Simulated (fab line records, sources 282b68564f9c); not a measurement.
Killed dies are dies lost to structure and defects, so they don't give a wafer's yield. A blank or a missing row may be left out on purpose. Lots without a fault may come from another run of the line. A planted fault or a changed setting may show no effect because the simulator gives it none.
fab line records | flow rit_cmos
record lots=5 wafers=15 last_day=6
route steps=202 shown CONTACT@172 M1@184
lots that met no fault: from a run of the same line without faults
start_h: hours from the record's first day to the start of the lot's first wafer shown | wait_h: hours since the lot's step before | " the same as in the row above | L1.1+2: a row that stands for several wafers | - no value, or no start given | * or withheld: withheld | < > ~ a bound
route shown NAME@n: a module of which the file shows steps, and the number in the route of the first | usual: mean/standard deviation of fault-free wafers | same: alike in all rows | chamber/n: place in a boat | sites: the reading at each site | _std_site: their standard deviation | _edge_site: outer sites' mean less inner sites' | radius_mm: how far each site lies from the wafer's centre | mask NAME#n: copy n | behind: the tool/chamber that last shaped the wafer | hold: why the lot was held/for how many hours/how that ended | device: the transistor (n, p or np) that didn't switch | end of line: the same wafers' tests at the end of the route | a step without rows: its recipe alone | killed: dies lost to structure and defects at the first sort, not the wafer's yield | map: a wafer's dies, x killed, . not, _ none there
set.NAME: the setting as run; set.NAME@STEP: as run at that earlier step | model.NAME: the simulator's own value behind a step, which no gauge read
lots at some steps of the route; a table a step, a row a wafer
services: from which hour (start_h, from the record's first day; less than 0 if before it) a tool's chamber was out of use, for how many hours, and why
## steps
# step RIT_CONTACT_SOFTBAKE_04
# recipe resist=NOVOLAK temp_c=90 time_s=60
# step RIT_CONTACT_EXPOSE_05
# recipe mask_id=M11 na=0.6 source_shape=conventional sigma_outer=0.5 target_cd_nm=1000 dose_mj=250
# step RIT_CONTACT_PEB_06
# recipe resist=NOVOLAK temp_c=withheld time_s=withheld
# step RIT_CONTACT_DEVELOP_07
# recipe resist=NOVOLAK develop_time_s=120 dev_temp_c=24.23
# step RIT_CONTACT_CD_MEAS_08
# recipe target_cd_nm=1000
# usual cd_nm=1000.0/2.6
# columns lot.wafer tool chamber start_h wait_h cd_nm
L172.2 cd_sem-01 - 68.34 - 1002.5
L172.4 " - " " 1001.2
L172.5 " - " " 1002.3
L177.3 cd_sem-01 - 102.58 - 1000.3
L177.4 " - " " 1000.7
L177.5 " - " " 1000.1
L183.2 cd_sem-01 - 124.44 - 993.5
L183.4 " - " " 996.4
L183.6 " - " " 994.8
L184.2 cd_sem-01 - 127.47 - 1001.6
L184.3 " - " " 1000.9
L184.4 " - " " 1001.1
L186.1 cd_sem-02 - 138.53 - 1000.0
L186.2 " - " " 999.0
L186.4 " - " " 996.7
# step RIT_CONTACT_OVL_MEAS_09
# usual CONTACT_OVL=-1.1/1.9
# columns lot.wafer tool chamber start_h wait_h CONTACT_OVL[nm]
L172.2 overlay-01 - 68.45 0.1 -0.5
L172.4 " - " " -0.7
L172.5 " - " " 1.0
L177.3 overlay-01 - 102.67 0.1 0.8
L177.4 " - " " -0.1
L177.5 " - " " 0.0
L183.2 overlay-02 - 124.54 0.1 0.9
L183.4 " - " " -1.8
L183.6 " - " " 0.3
L184.2 overlay-01 - 127.58 0.1 -1.2
L184.3 " - " " -1.7
L184.4 " - " " -1.5
L186.1 overlay-01 - 138.65 0.1 0.5
L186.2 " - " " 0.6
L186.4 " - " " 0.8
# step RIT_CONTACT_HARDBAKE_10
# recipe resist=NOVOLAK temp_c=140 time_s=60
# step RIT_CONTACT_ETCH_11
# recipe target_depth_a=4800 over_etch_frac=0.2 stop_on=TiSi2 chemistry=CHF3/CF4/Ar target=SiO2 CHF3_flow_sccm=50 cf4_flow_sccm=10 Ar_flow_sccm=100 O2_flow_sccm=5 pressure_mtorr=100 rf_w=200 time_s=320
# usual drypump_motor_current_A=5.51/0.3 oes_product_au=0.990/0.013 throttle_valve_pct=8.89/0.15
# columns lot.wafer tool chamber start_h wait_h drypump_motor_current_A oes_product_au rf_hours_counter_h throttle_valve_pct
L172.2 rie_diel-01 1 68.63 0.1 5.62 0.970 103 9.11
L172.4 " 0 " " 4.93 1.001 153 8.89
L172.5 " 1 " " 5.60 0.976 - 9.11
L177.3 rie_diel-03 2 102.84 0.1 5.89 0.986 63 8.80
L177.4 " 0 " " 5.71 0.992 88 9.09
L177.5 " 0 " " 5.73 1.010 - 9.09
L183.2 rie_diel-01 2 124.72 0.1 5.44 0.981 9 9.01
L183.4 " 1 " " 5.55 0.979 104 9.08
L183.6 " 3 " " 5.51 0.997 - 8.84
L184.2 rie_diel-03 2 127.85 0.1 5.88 0.991 64 8.82
L184.3 " 3 " " 5.38 1.007 71 8.86
L184.4 " 0 " " 5.70 1.002 89 9.09
L186.1 rie_diel-04 1 138.84 0.1 6.01 0.970 5 8.68
L186.2 " 0 " " 5.80 0.983 151 8.59
L186.4 " 3 " " 5.35 1.004 - 8.98
# step RIT_CONTACT_STRIP_12
# recipe chemistry=O2 time_s=180 resist=NOVOLAK platen_temp_c=withheld power_w=500 pressure_mtorr=4000 o2_flow_sccm=4000
# usual drypump_motor_current_A=5.8/0.36
# columns lot.wafer tool chamber start_h wait_h drypump_motor_current_A rf_hours_counter_h
L172.2 plasma_asher-04 1 68.82 0.1 5.4 43
L172.4 " 0 " " 5.5 -
L172.5 " 0 " " 5.6 -
L177.3 plasma_asher-01 1 103.09 0.2 6.3 -
L177.4 " 0 " " 6.2 -
L177.5 " 0 " " 6.2 -
L183.2 plasma_asher-03 1 124.92 0.1 5.4 49
L183.4 " 1 " " 5.4 -
L183.6 " 1 " " 5.4 -
L184.2 plasma_asher-04 0 128.04 0.1 5.5 50
L184.3 " 0 " " 5.5 -
L184.4 " 1 " " 5.4 -
L186.1 plasma_asher-01 0 139.03 0.1 6.2 1
L186.2 " 1 " " 6.2 1
L186.4 " 0 " " 6.2 -
# step RIT_CONTACT_CD_MEAS_90
# recipe target_cd_nm=1000
# usual cd_nm=1000.0/2.6
# columns lot.wafer tool chamber start_h wait_h cd_nm
L172.2 cd_sem-02 - 69.02 0.1 1002.4
L172.4 " - " " 1001.2
L172.5 " - " " 1001.6
L177.3 cd_sem-01 - 103.25 0.1 1000.4
L177.4 " - " " 1001.0
L177.5 " - " " 1000.7
L183.2 cd_sem-01 - 125.11 0.1 993.7
L183.4 " - " " 995.9
L183.6 " - " " 994.6
L184.2 cd_sem-01 - 128.35 0.2 1002.1
L184.3 " - " " 1000.4
L184.4 " - " " 1001.0
L186.1 cd_sem-02 - 139.21 0.1 999.0
L186.2 " - " " 999.4
L186.4 " - " " 997.1
# step RIT_CONTACT_CLEAN_13
# recipe chemistry=SC1 mix=3:3:50 time_s=600 temp_c=75
# step RIT_CONTACT_CLEAN_14
# recipe chemistry=SC2 mix=3:3:50 time_s=600 temp_c=75 dry=n2_spin
# step RIT_M1_SPUTTER_00
# recipe material=Al target_thk_nm=400 power_w=2000 chamber_pressure_pa=0.4 gas=Ar time_s=500 substrate_temp_c=25
# usual throttle_valve_pct=30.6/1.2
# columns lot.wafer tool chamber start_h wait_h throttle_valve_pct model.Al_of_M1_SPUTTER_00.thk_nm
L172.2 pvd_sputter-01 - 69.47 0.0 31.2 396.6
L172.4 " - " " 30.4 394.5
L172.5 " - " " 30.5 392.4
L177.3 pvd_sputter-02 - 103.68 0.0 30.2 397
L177.4 " - " " 32.2 390.2
L177.5 " - " " 31.4 406.1
L183.2 pvd_sputter-02 - 125.56 0.0 28.0 345.5
L183.4 " - " " 32.5 344.6
L183.6 " - " " 31.6 358
L184.2 pvd_sputter-03 - 128.80 0.0 31.3 397.5
L184.3 " - " " 31.0 399.6
L184.4 " - " " 29.7 397.1
L186.1 pvd_sputter-01 - 139.71 0.0 29.7 406.4
L186.2 " - " " 31.5 399.3
L186.4 " - " " 31.2 405.4
# step RIT_M1_RS_MEAS_01
# recipe thk_meas_gauge=four-point-probe reads=Al_of_M1_SPUTTER_00
# usual M1_AL_RS=0.0732/0.0011
# columns lot.wafer tool chamber start_h wait_h M1_AL_RS[ohm/sq]
L172.2 film_metro-01 - 69.78 0.2 0.0742
L172.4 " - " " 0.0745
L172.5 " - " " 0.0749
L177.3 film_metro-03 - 104.01 0.2 0.0738
L177.4 " - " " 0.0752
L177.5 " - " " 0.0721
L183.2 film_metro-03 - 125.88 0.2 0.0849
L183.4 " - " " 0.0852
L183.6 " - " " 0.0820
L184.2 film_metro-02 - 129.12 0.2 0.0738
L184.3 " - " " 0.0735
L184.4 " - " " 0.0739
L186.1 film_metro-01 - 140.01 0.1 0.0723
L186.2 " - " " 0.0736
L186.4 " - " " 0.0726
# step RIT_M1_THK_MEAS_02
# recipe thk_meas_gauge=xrf reads=Al_of_M1_SPUTTER_00
# usual M1_AL_THK=408/6.2
# columns lot.wafer tool chamber start_h wait_h M1_AL_THK[nm]
L172.2 film_metro-01 - 69.89 0.1 403
L172.4 " - " " 402
L172.5 " - " " 398
L177.3 film_metro-03 - 104.11 0.1 404
L177.4 " - " " 396
L177.5 " - " " 413
L183.2 film_metro-03 - 125.99 0.1 351
L183.4 " - " " 351
L183.6 " - " " 366
L184.2 film_metro-02 - 129.23 0.1 403
L184.3 " - " " 406
L184.4 " - " " 405
L186.1 film_metro-01 - 140.13 0.1 416
L186.2 " - " " 406
L186.4 " - " " 415
# step RIT_M1_HMDS_03
# recipe prime_time_s=60 prime_temp_c=140
# step RIT_M1_COAT_04
# recipe resist=NOVOLAK spin_rpm=2000 resist_thk_nm=1300
# step RIT_M1_SOFTBAKE_05
# recipe resist=NOVOLAK temp_c=90 time_s=60
# step RIT_M1_EXPOSE_06
# recipe mask_id=M12 na=0.6 source_shape=conventional sigma_outer=0.5 target_cd_nm=2600 dose_mj=250
# step RIT_M1_PEB_07
# recipe resist=NOVOLAK temp_c=withheld time_s=withheld
# step RIT_M1_DEVELOP_08
# recipe resist=NOVOLAK develop_time_s=65.5 dev_temp_c=23
# step RIT_M1_CD_MEAS_09
# recipe target_cd_nm=2600
# usual cd_nm=2600.2/2.2
# columns lot.wafer tool chamber start_h wait_h cd_nm
L172.2 cd_sem-01 - 70.97 - 2598.9
L172.4 " - " " 2598.9
L172.5 " - " " 2598.7
L177.3 cd_sem-01 - 105.30 - 2598.4
L177.4 " - " " 2599.7
L177.5 " - " " 2600.4
L183.2 cd_sem-01 - 127.06 - 2598.3
L183.4 " - " " 2600.5
L183.6 " - " " 2599.6
L184.2 cd_sem-01 - 130.28 - 2599.7
L184.3 " - " " 2601.8
L184.4 " - " " 2602.4
L186.1 cd_sem-02 - 141.19 - 2597.8
L186.2 " - " " 2600.9
L186.4 " - " " 2597.5
# step RIT_M1_OVL_MEAS_10
# usual M1_OVL=0.2/1.2
# columns lot.wafer tool chamber start_h wait_h M1_OVL[nm]
L172.2 overlay-02 - 71.07 0.1 -0.3
L172.4 " - " " -0.3
L172.5 " - " " -0.8
L177.3 overlay-01 - 105.40 0.1 0.0
L177.4 " - " " -1.2
L177.5 " - " " 0.0
L183.2 overlay-02 - 127.17 0.1 -1.6
L183.4 " - " " 0.9
L183.6 " - " " -0.3
L184.2 overlay-01 - 130.39 0.1 -0.1
L184.3 " - " " 2.3
L184.4 " - " " -0.5
L186.1 overlay-01 - 141.31 0.1 0.0
L186.2 " - " " 1.4
L186.4 " - " " -0.3
# step RIT_M1_HARDBAKE_11
# recipe resist=NOVOLAK temp_c=140 time_s=120
# step RIT_M1_METAL_ETCH_12
# recipe stop_on=SiO2 chemistry=Cl2/BCl3 target=Al time_s=165 over_etch_frac=0.5 pressure_mtorr=100 target_depth_a=6000 rf_w=250 Cl2_flow_sccm=60 bcl3_flow_sccm=50
# usual drypump_motor_current_A=5.9/0.36 oes_product_au=0.767/0.014 throttle_valve_pct=8.29/0.073
# columns lot.wafer tool chamber start_h wait_h drypump_motor_current_A oes_product_au rf_hours_counter_h throttle_valve_pct
L172.2 rie_metal-03 1 71.35 0.2 6.0 0.749 4.5 8.30
L172.4 " 0 " " 6.2 0.776 - 8.37
L172.5 " 0 " " 6.2 0.779 - 8.37
L177.3 rie_metal-02 1 105.72 0.2 6.2 0.754 - 8.16
L177.4 " 0 " " 5.3 0.762 - 8.37
L177.5 " 1 " " 6.2 0.760 - 8.16
L183.2 rie_metal-02 0 127.70 0.2 5.2 0.715 3.1 8.38
L183.4 " 0 " " 5.2 0.720 - 8.38
L183.6 " 0 " " 5.3 0.742 - 8.38
L184.2 rie_metal-03 0 130.67 0.2 6.2 0.783 5.2 8.38
L184.3 " 0 " " 6.2 0.782 - 8.39
L184.4 " 1 " " 6.0 0.745 - 8.28
L186.1 rie_metal-02 0 141.60 0.2 5.3 0.783 3.2 8.37
L186.2 " 1 " " 6.2 0.755 3.2 8.17
L186.4 " 0 " " 5.3 0.788 - 8.37
# step RIT_M1_STRIP_13
# recipe chemistry=nmp resist=NOVOLAK temp_c=80 time_s=600 dry=n2_spin
# step RIT_M1_PROBE_99
# usual defect_limited_yield=97.4/1.1 killed_at_contacts=0.0/0.22 killed_at_front_end=6.9/2.9 killed_dies=7.0/2.9 killed_open=3.5/2 killed_short=3.5/2 sort_bin_3_pad_short=0.1/0.22 sort_bin_5_function=1.4/0.73 sort_bin_6_memory=1.1/0.66 sort_n_pass=257.0/2.9 sort_yield_pct=97.4/1.1
# same gross_dies=264 killed_at_M0_to_M3=0 killed_at_M4_up=0 killed_at_back_side=0 killed_at_other=0
# columns lot.wafer tool chamber start_h wait_h defect_limited_yield[%] killed_at_contacts killed_at_front_end killed_dies killed_open killed_short sort_bin_3_pad_short[%] sort_bin_5_function[%] sort_bin_6_memory[%] sort_n_pass sort_yield_pct[%] model.etest.m1.rs_ohm_sq
L172.2 prober-01 - 73.65 0.1 97.3 0 7 7 2 5 0.4 1.5 0.8 257.0 97.3 0.07314
L172.4 prober-01 - 73.75 0.2 98.5 0 4 4 2 2 0 0.8 0.8 260.0 98.5 0.07354
L172.5 prober-01 - 73.80 0.2 95.1 0 13 13 5 8 0.4 2.7 1.9 251.0 95.1 0.07437
L177.3 prober-02 - 108.02 0.2 98.1 0 5 5 2 3 0 1.1 0.8 259.0 98.1 0.07297
L177.4 prober-02 - 108.07 0.2 97.7 0 6 6 3 3 0.4 1.5 0.4 258.0 97.7 0.07438
L177.5 prober-02 - 108.12 0.2 95.1 0 13 13 5 8 0.4 2.7 1.9 251.0 95.1 0.07139
L183.2 prober-02 - 130.00 0.1 98.5 0 4 4 3 1 0 0.8 0.8 260.0 98.5 0.08415
L183.4 prober-02 - 130.10 0.2 98.5 0 4 4 1 3 0.4 0.8 0.4 260.0 98.5 0.08438
L183.6 prober-02 - 130.20 0.2 97.7 0 6 6 2 4 0 1.1 1.1 258.0 97.7 0.08127
L184.2 prober-01 - 132.99 0.1 98.5 1 3 4 3 1 0 1.1 0.4 260.0 98.5 0.07304
L184.3 prober-01 - 133.04 0.2 96.6 1 8 9 4 5 0 2.7 0.8 255.0 96.6 0.07298
L184.4 prober-01 - 133.09 0.2 98.5 0 4 4 1 3 0 1.5 0 260.0 98.5 0.07307
L186.1 prober-01 - 144.96 0.1 98.5 0 4 4 3 1 0 0.8 0.8 260.0 98.5 0.07097
L186.2 prober-01 - 145.01 0.1 97.7 0 6 6 2 4 0.4 1.5 0.4 258.0 97.7 0.07271
L186.4 prober-01 - 145.11 0.2 98.9 0 3 3 3 0 0 1.1 0 261.0 98.9 0.0713
# killed by level:class
L172.2 REOX:geometric_particle:short=3 GATE:geometric_particle:open=2 FOX2:geometric_particle:short=1 GATE:geometric_particle:short=1
L172.4 FOX1:geometric_particle:short=1 GATE:geometric_particle:open=1 SPACER:geometric_particle:short=1 SPACER:geometric_particle:open=1
L172.5 REOX:geometric_particle:short=5 SPACER:geometric_particle:open=2 FOX1:geometric_particle:open=1 FOX2:geometric_particle:short=1 GATE:geometric_particle:short=1 GATE:geometric_particle:open=1 REOX:geometric_particle:open=1 SILICIDE:geometric_particle:short=1
L177.3 REOX:geometric_particle:short=2 FOX1:geometric_particle:short=1 GATE:geometric_particle:open=1 SILICIDE:geometric_particle:open=1
L177.4 GATE:geometric_particle:open=2 FOX2:geometric_particle:open=1 GATE:geometric_particle:short=1 REOX:geometric_particle:short=1 SPACER:geometric_particle:short=1
L177.5 FOX1:geometric_particle:short=2 FOX1:geometric_particle:open=2 GATE:geometric_particle:short=2 FOX2:geometric_particle:short=1 GATE:geometric_particle:open=1 REOX:geometric_particle:short=1 SPACER:geometric_particle:open=1 SPACER:geometric_particle:short=1
L183.2 SPACER:geometric_particle:open=3 FOX1:geometric_particle:short=1
L183.4 FOX1:geometric_particle:short=2 GATE:geometric_particle:short=1 SPACER:geometric_particle:open=1
L183.6 GATE:geometric_particle:short=2 REOX:geometric_particle:open=2 REOX:geometric_particle:short=1 SILICIDE:geometric_particle:short=1
L184.2 ACTIVE:geometric_particle:open=1 GATE:geometric_particle:open=1 GATE:geometric_particle:short=1 CONTACT:geometric_particle:open=1
L184.3 GATE:geometric_particle:short=3 SILICIDE:geometric_particle:open=2 GATE:geometric_particle:open=1 REOX:geometric_particle:open=1 SPACER:geometric_particle:short=1 CONTACT:geometric_particle:short=1
L184.4 GATE:geometric_particle:short=3 REOX:geometric_particle:open=1
L186.1 GATE:geometric_particle:open=2 GATE:geometric_particle:short=1 SILICIDE:geometric_particle:open=1
L186.2 GATE:geometric_particle:short=2 FOX1:geometric_particle:open=1 FOX2:geometric_particle:short=1 REOX:geometric_particle:open=1 SILICIDE:geometric_particle:short=1
L186.4 SPACER:geometric_particle:open=2 FOX1:geometric_particle:open=1
## services
# columns tool chamber start_h hours kind
plasma_asher-04 - 45.41 3.7 repair
pvd_sputter-03 - 51.45 4.5 repair
pvd_sputter-03 - 62.24 0.7 repair
rie_diel-04 0 80.98 5.6 repair
rie_diel-03 2 82.30 8.4 repair
rie_diel-04 3 87.23 8.6 repair
plasma_asher-01 - 89.01 4.5 repair
rie_diel-04 - 97.12 0.2 repair
pvd_sputter-03 - 97.53 30.8 repair
pvd_sputter-03 - 103.34 1.7 repair
rie_diel-01 1 105.21 3.9 repair
plasma_asher-01 - 108.92 9.0 pm
plasma_asher-01 0 108.92 9.0 vent_cycle
plasma_asher-01 1 108.92 9.0 vent_cycle
plasma_asher-01 0 117.92 - clean
plasma_asher-01 1 117.92 - clean
plasma_asher-01 - 121.35 15.5 repair
rie_diel-01 0 131.11 - clean
rie_diel-01 0 131.11 18.1 scheduled_down
rie_diel-01 0 131.11 18.1 vent_cycle
rie_diel-04 2 131.38 8.2 repair
plasma_asher-04 - 136.70 1.5 repair
## key
first_sign step=RIT_M1_RS_MEAS_01 reading=M1_AL_RS direction=up sigmas=10 usual=0.0732 struck=0.0841
effect step=RIT_M1_THK_MEAS_02 reading=M1_AL_THK direction=down sigmas=8.5 usual=408 struck=356
effect step=RIT_M1_METAL_ETCH_12 reading=oes_product_au direction=down sigmas=2.9 usual=0.767 struck=0.726
model_effect step=RIT_M1_SPUTTER_00 value=Al_of_M1_SPUTTER_00.thk_nm without=398 struck=349.4
model_effect step=RIT_M1_PROBE_99 value=etest.m1.rs_ohm_sq without=0.07312 struck=0.08327
met_at RIT_M1_SPUTTER_00
struck_wafers L183.2,L183.4,L183.6
onset_between 103.68 125.56
also_fits RIT_CONTACT_ETCH_11:rie_diel-01,RIT_CONTACT_STRIP_12:plasma_asher-03
fault kind=process_parameter_drift tool=pvd_sputter-02 chamber=- onset_h=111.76 steps=RIT_M1_SPUTTER_00 channel=time_s offset=* shape=step stated=*
